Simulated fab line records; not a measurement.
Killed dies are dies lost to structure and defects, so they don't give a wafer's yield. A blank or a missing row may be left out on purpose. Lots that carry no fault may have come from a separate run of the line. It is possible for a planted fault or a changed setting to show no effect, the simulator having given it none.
Which tool is to blame? / flow berkeleyCmos170 / 14 lots with 42 wafers sampled at 4 steps, on a route of 331 steps

WHAT THE GAUGES SHOWED, per wafer
UCB170_V2_THK_MEAS_01.
lot=L641; measured=day 8 08:11; on=filmMetro-03; V2_TEOS_THK (nm)=1990 2000 2004
lot=L642; measured=day 8 15:20; on=filmMetro-03; V2_TEOS_THK (nm)=2023 2000 2010
lot=L646; measured=day 9 15:26; on=filmMetro-03; V2_TEOS_THK (nm)=1984 2008 2015
lot=L647; measured=day 9 15:20; on=filmMetro-04; V2_TEOS_THK (nm)=1990 2028 2013
lot=L648; measured=day 9 14:47; on=filmMetro-04; V2_TEOS_THK (nm)=1970 1977 1994
lot=L650; measured=day 10 01:28; on=filmMetro-03; V2_TEOS_THK (nm)=2001 2002 2014
lot=L652; measured=day 10 11:38; on=filmMetro-03; V2_TEOS_THK (nm)=1977 1951 2006
lot=L653; measured=day 11 00:31; on=filmMetro-02; V2_TEOS_THK (nm)=2006 2045 2020
lot=L654; measured=day 10 23:02; on=filmMetro-03; V2_TEOS_THK (nm)=2014 2046 2014
lot=L656; measured=day 11 13:05; on=filmMetro-02; V2_TEOS_THK (nm)=2030 1998 2038
lot=L657; measured=day 11 11:25; on=filmMetro-04; V2_TEOS_THK (nm)=2033 2054 2050
lot=L660; measured=day 12 06:49; on=filmMetro-04; V2_TEOS_THK (nm)=1964 1985 2001
lot=L661; measured=day 12 06:57; on=filmMetro-03; V2_TEOS_THK (nm)=1973 1996 1975
lot=L664; measured=day 13 07:52; on=filmMetro-04; V2_TEOS_THK (nm)=2018 2022 2038

TOOL THAT RAN EACH LOT (tool first, then ch and the chambers of the sampled wafers, then the start)
lot=L641; UCB170_NWELL_STRIP_15=plasmaAsher-03 ch 0,1, day 2 17:11; UCB170_CONTACT_COAT_09=lithoTrack-04 ch 0, day 7 21:31; UCB170_V2_CVD_00=pecvd-04 ch 0,1, day 8 08:01
lot=L642; UCB170_NWELL_STRIP_15=plasmaAsher-03 ch 0,1, day 2 17:55; UCB170_CONTACT_COAT_09=lithoTrack-04 ch 0, day 8 02:27; UCB170_V2_CVD_00=pecvd-03 ch 1,2, day 8 15:11
lot=L646; UCB170_NWELL_STRIP_15=plasmaAsher-02 ch 0,1, day 3 14:02; UCB170_CONTACT_COAT_09=lithoTrack-03 ch 0, day 9 04:11; UCB170_V2_CVD_00=pecvd-04 ch 0,1,2, day 9 15:16
lot=L647; UCB170_NWELL_STRIP_15=plasmaAsher-01 ch 0,1, day 3 19:40; UCB170_CONTACT_COAT_09=lithoTrack-04 ch 0, day 9 02:14; UCB170_V2_CVD_00=pecvd-01 ch 0,1, day 9 15:10
lot=L648; UCB170_NWELL_STRIP_15=plasmaAsher-03 ch 0,1, day 4 00:27; UCB170_CONTACT_COAT_09=lithoTrack-01 ch 0, day 9 01:46; UCB170_V2_CVD_00=pecvd-03 ch 0,1, day 9 14:38
lot=L650; UCB170_NWELL_STRIP_15=plasmaAsher-03 ch 0,1, day 4 08:19; UCB170_CONTACT_COAT_09=lithoTrack-03 ch 0, day 9 12:37; UCB170_V2_CVD_00=pecvd-01 ch 0,2, day 10 01:19
lot=L652; UCB170_NWELL_STRIP_15=plasmaAsher-02 ch 0,1, day 4 18:41; UCB170_CONTACT_COAT_09=lithoTrack-03 ch 0, day 10 00:20; UCB170_V2_CVD_00=pecvd-03 ch 0,1,2, day 10 11:28
lot=L653; UCB170_NWELL_STRIP_15=plasmaAsher-02 ch 1, day 4 23:29; UCB170_CONTACT_COAT_09=lithoTrack-01 ch 0, day 10 12:41; UCB170_V2_CVD_00=pecvd-04 ch 0,1, day 11 00:21
lot=L654; UCB170_NWELL_STRIP_15=plasmaAsher-03 ch 0, day 5 04:20; UCB170_CONTACT_COAT_09=lithoTrack-04 ch 0, day 10 12:40; UCB170_V2_CVD_00=pecvd-01 ch 0,2, day 10 22:52
lot=L656; UCB170_NWELL_STRIP_15=plasmaAsher-02 ch 0,1, day 5 12:08; UCB170_CONTACT_COAT_09=lithoTrack-04 ch 0, day 11 02:06; UCB170_V2_CVD_00=pecvd-01 ch 0,2, day 11 12:56
lot=L657; UCB170_NWELL_STRIP_15=plasmaAsher-02 ch 0,1, day 5 20:05; UCB170_CONTACT_COAT_09=lithoTrack-04 ch 0, day 11 01:13; UCB170_V2_CVD_00=pecvd-04 ch 0,1,2, day 11 11:19
lot=L660; UCB170_NWELL_STRIP_15=plasmaAsher-03 ch 1, day 6 10:39; UCB170_CONTACT_COAT_09=lithoTrack-03 ch 0, day 11 17:06; UCB170_V2_CVD_00=pecvd-03 ch 1,2, day 12 06:38
lot=L661; UCB170_NWELL_STRIP_15=plasmaAsher-02 ch 0,1, day 6 10:53; UCB170_CONTACT_COAT_09=lithoTrack-03 ch 0, day 11 17:32; UCB170_V2_CVD_00=pecvd-04 ch 0,1,2, day 12 06:48
lot=L664; UCB170_NWELL_STRIP_15=plasmaAsher-03 ch 0,1, day 7 09:28; UCB170_CONTACT_COAT_09=lithoTrack-03 ch 0, day 12 20:53; UCB170_V2_CVD_00=pecvd-01 ch 0,1,2, day 13 07:41
- UCB170_NWELL_STRIP_15: strips in O2.
- UCB170_CONTACT_COAT_09
- UCB170_V2_CVD_00: deposits SiO2 from TEOS/O2, target thk 2000 nm, time 250 s.

AS READ BY THE TOOLS THEMSELVES (means over the sampled wafers that have a number; for cases with no such wafer, the mark the record gives instead)
UCB170_NWELL_STRIP_15.
lot=L641; tool=plasmaAsher-03; drypumpMotorCurrentA (A)=6.0; oesProductAu (a.u.)=0.724; stripTimeToEndpointS (s)=18.02
lot=L642; tool=plasmaAsher-03; drypumpMotorCurrentA (A)=6.2; oesProductAu (a.u.)=0.726; stripTimeToEndpointS (s)=17.91
lot=L646; tool=plasmaAsher-02; drypumpMotorCurrentA (A)=5.6; oesProductAu (a.u.)=0.724; stripTimeToEndpointS (s)=18.09
lot=L647; tool=plasmaAsher-01; drypumpMotorCurrentA (A)=5.6; oesProductAu (a.u.)=0.722; stripTimeToEndpointS (s)=17.97
lot=L648; tool=plasmaAsher-03; drypumpMotorCurrentA (A)=6.2; oesProductAu (a.u.)=0.721; stripTimeToEndpointS (s)=18.07
lot=L650; tool=plasmaAsher-03; drypumpMotorCurrentA (A)=6.0; oesProductAu (a.u.)=0.723; stripTimeToEndpointS (s)=18.00
lot=L652; tool=plasmaAsher-02; drypumpMotorCurrentA (A)=5.6; oesProductAu (a.u.)=0.721; stripTimeToEndpointS (s)=18.15
lot=L653; tool=plasmaAsher-02; drypumpMotorCurrentA (A)=5.4; oesProductAu (a.u.)=0.719; stripTimeToEndpointS (s)=17.99
lot=L654; tool=plasmaAsher-03; drypumpMotorCurrentA (A)=5.9; oesProductAu (a.u.)=0.721; stripTimeToEndpointS (s)=17.98
lot=L656; tool=plasmaAsher-02; drypumpMotorCurrentA (A)=5.6; oesProductAu (a.u.)=0.720; stripTimeToEndpointS (s)=18.10
lot=L657; tool=plasmaAsher-02; drypumpMotorCurrentA (A)=5.5; oesProductAu (a.u.)=0.721; stripTimeToEndpointS (s)=18.03
lot=L660; tool=plasmaAsher-03; drypumpMotorCurrentA (A)=6.3; oesProductAu (a.u.)=0.719; stripTimeToEndpointS (s)=18.11
lot=L661; tool=plasmaAsher-02; drypumpMotorCurrentA (A)=5.5; oesProductAu (a.u.)=0.718; stripTimeToEndpointS (s)=18.01
lot=L664; tool=plasmaAsher-03; drypumpMotorCurrentA (A)=6.2; oesProductAu (a.u.)=0.721; stripTimeToEndpointS (s)=18.07

UCB170_CONTACT_COAT_09.
lot=L641; tool=lithoTrack-04; spinSpeedRpm (rpm)=3001.5
lot=L642; tool=lithoTrack-04; spinSpeedRpm (rpm)=2999.0
lot=L646; tool=lithoTrack-03; spinSpeedRpm (rpm)=3000.7
lot=L647; tool=lithoTrack-04; spinSpeedRpm (rpm)=2999.6
lot=L648; tool=lithoTrack-01; spinSpeedRpm (rpm)=3000.6
lot=L650; tool=lithoTrack-03; spinSpeedRpm (rpm)=3001.9
lot=L652; tool=lithoTrack-03; spinSpeedRpm (rpm)=3000.3
lot=L653; tool=lithoTrack-01; spinSpeedRpm (rpm)=3000.3
lot=L654; tool=lithoTrack-04; spinSpeedRpm (rpm)=2998.3
lot=L656; tool=lithoTrack-04; spinSpeedRpm (rpm)=2745.2
lot=L657; tool=lithoTrack-04; spinSpeedRpm (rpm)=2745.3
lot=L660; tool=lithoTrack-03; spinSpeedRpm (rpm)=3000.1
lot=L661; tool=lithoTrack-03; spinSpeedRpm (rpm)=2999.3
lot=L664; tool=lithoTrack-03; spinSpeedRpm (rpm)=2999.4

UCB170_V2_CVD_00.
lot=L641; tool=pecvd-04; heaterPowerW (W)=268
lot=L642; tool=pecvd-03; heaterPowerW (W)=265
lot=L646; tool=pecvd-04; heaterPowerW (W)=262
lot=L647; tool=pecvd-01; heaterPowerW (W)=263
lot=L648; tool=pecvd-03; heaterPowerW (W)=231
lot=L650; tool=pecvd-01; heaterPowerW (W)=267
lot=L652; tool=pecvd-03; heaterPowerW (W)=260
lot=L653; tool=pecvd-04; heaterPowerW (W)=268
lot=L654; tool=pecvd-01; heaterPowerW (W)=238
lot=L656; tool=pecvd-01; heaterPowerW (W)=272
lot=L657; tool=pecvd-04; heaterPowerW (W)=272
lot=L660; tool=pecvd-03; heaterPowerW (W)=249
lot=L661; tool=pecvd-04; heaterPowerW (W)=310
lot=L664; tool=pecvd-01; heaterPowerW (W)=264

THE ANSWER, worked out from the rows above alone
Rule: the usual values come from the lots themselves. Put in order of their means at a reading, lots are off if they are a third of the lots or fewer, leave a main group of 4 or more, and stand apart from it by a gap of 3 or more times the standard deviation of the main group's means; of several such gaps the widest counts. A main group is skipped when, at the precision printed for the reading in the tables above, its means are all equal. Also off: a lot with no number at a reading for which 4 or more lots have one. Where the step has rows for the other lots, those lots are counted as sound. Order of review: gauges by route order, followed by the tools' own readings, for which a lot's mean as printed above is used. At the first step where some lot is off, the reading lying furthest off is the one used; lots without a number count as furthest.
Off at UCB170_CONTACT_COAT_09 (spinSpeedRpm): L656, L657. Mean 3000.1 rpm and standard deviation 0.99 in the main group.
A tool fits if, at that step or a process step before it, it ran every lot that is off, and no sound lot after the first of them. One fits: UCB170_CONTACT_COAT_09 on lithoTrack-04. A fault onset in the window from L654 (day 10 12:40, its last sound lot) to L657 (day 11 01:13, its first lot off) fits.
The tool's own readings at UCB170_CONTACT_COAT_09 bear it out: on the lots that are off they differ by more than 5 times the standard deviation of the sound lots' means. spinSpeedRpm reads 2745.2 rpm there against 3000.1 rpm on the sound lots.

WHAT THE SIMULATOR HAD PUT IN
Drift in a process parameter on lithoTrack-04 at UCB170_CONTACT_COAT_09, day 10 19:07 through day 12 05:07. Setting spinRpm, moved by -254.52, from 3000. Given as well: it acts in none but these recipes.
Struck lots among those shown: L657, L656. The rule above reached the same finding.
